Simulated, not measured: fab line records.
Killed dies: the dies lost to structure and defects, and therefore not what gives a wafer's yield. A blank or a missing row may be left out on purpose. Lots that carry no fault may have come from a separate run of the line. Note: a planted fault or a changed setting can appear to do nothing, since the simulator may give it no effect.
Check of tool commonality	flow berkeley_cmos170	Sampled: 14 lots, 42 wafers

REASON IT WAS OPENED
Of 14 lots, 2 have the reading PWELL_TW flagged at UCB170_PWELL_TW_MEAS_17. Fault-free wafers read 379.7, with a standard deviation of 2.3.
Rule: flag the lot when none of its wafers has a number, or when each of its wafers that has one lies beyond 4 standard deviations from that mean. The rest of the lots are taken to be sound.

lot	measured	on	PWELL_TW, wafer by wafer	flag
L454	day 3 14:33	film_metro-02	381.6 378.9 378.3	
L456	day 3 17:33	film_metro-04	374.0 377.2 375.1	
L457	day 3 22:57	film_metro-02	381.3 378.6 378.5	
L458	day 4 04:29	film_metro-01	380.2 381.4 379.5	
L459	day 4 08:24	film_metro-01	379.5 380.2 377.8	
L460	day 4 15:03	film_metro-02	379.9 381.3 382.1	
L461	day 4 15:18	film_metro-02	379.6 379.9 383.0	
L462	day 5 01:34	film_metro-02	380.5 380.7 378.0	
L463	day 5 01:52	film_metro-02	380.1 379.8 379.6	
L471	day 6 21:06	film_metro-01	369.0 367.0 370.3	FLAGGED
L472	day 7 06:50	film_metro-04	377.1 379.1 379.1	
L473	day 7 07:05	film_metro-02	369.1 367.1 368.1	FLAGGED
L475	day 7 14:15	film_metro-04	378.8 379.8 380.4	
L476	day 8 00:55	film_metro-01	380.3 379.9 380.8	
The mean of the flagged lots' numbers is 368.4, -11.3 from the usual (-5 standard deviations).

EACH LOT AND THE TOOL IT RAN ON
The record holds 1 process step before the reading, out of a route of 331 steps. In each cell: the tool, then ch and the chambers that the sampled wafers went through, then the start.
lot	flag	UCB170_PWELL_IMPLANT_15
L454		implanter-03 ch 0, day 3 14:19
L456		implanter-03 ch 0, day 3 17:19
L457		implanter-04 ch 0, day 3 22:42
L458		implanter-01 ch 0, day 4 04:14
L459		implanter-04 ch 0, day 4 08:10
L460		implanter-01 ch 0, day 4 14:48
L461		implanter-04 ch 0, day 4 15:04
L462		implanter-01 ch 0, day 5 01:19
L463		implanter-04 ch 0, day 5 01:38
L471	FLAGGED	implanter-01 ch 0, day 6 20:51
L472		implanter-04 ch 0, day 7 06:35
L473	FLAGGED	implanter-01 ch 0, day 7 06:50
L475		implanter-03 ch 0, day 7 14:00
L476		implanter-03 ch 0, day 8 00:40
What is done by these steps:
- UCB170_PWELL_IMPLANT_15
- UCB170_PWELL_TW_MEAS_17

FLAGGED OVER TOTAL, TOOL BY TOOL (the gauges that took the reading come last)
step	tool	lots run	flagged	share of the flagged lots	sound lots run after its first flagged lot
UCB170_PWELL_IMPLANT_15	implanter-01	5	2	all	0
UCB170_PWELL_IMPLANT_15	implanter-03	4	0	none	-
UCB170_PWELL_IMPLANT_15	implanter-04	5	0	none	-
UCB170_PWELL_TW_MEAS_17	film_metro-01	4	1	some	1 (L476)
UCB170_PWELL_TW_MEAS_17	film_metro-02	7	1	some	0
UCB170_PWELL_TW_MEAS_17	film_metro-04	3	0	none	-

WHAT THE TABLE ALLOWS
Rows of the table that ran each flagged lot: 1, that is implanter-01 at UCB170_PWELL_IMPLANT_15.
- implanter-01 at UCB170_PWELL_IMPLANT_15: 2 of its 5 lots flagged. It ran its last sound lot, L462, at day 5 01:19 and its first flagged lot, L471, at day 6 20:51: a fault with its onset between the two fits. Its own readings (dose_ions_cm2) fall more than 4 standard deviations out on all wafers of the flagged lots.
Left over: one tool, implanter-01 at UCB170_PWELL_IMPLANT_15.

WHAT THE SIMULATOR HAD INSERTED
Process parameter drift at UCB170_PWELL_IMPLANT_15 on implanter-01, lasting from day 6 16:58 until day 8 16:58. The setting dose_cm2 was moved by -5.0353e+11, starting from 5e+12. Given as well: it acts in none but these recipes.
Lots struck among those shown: L471, L473. The rule given above showed the same thing.
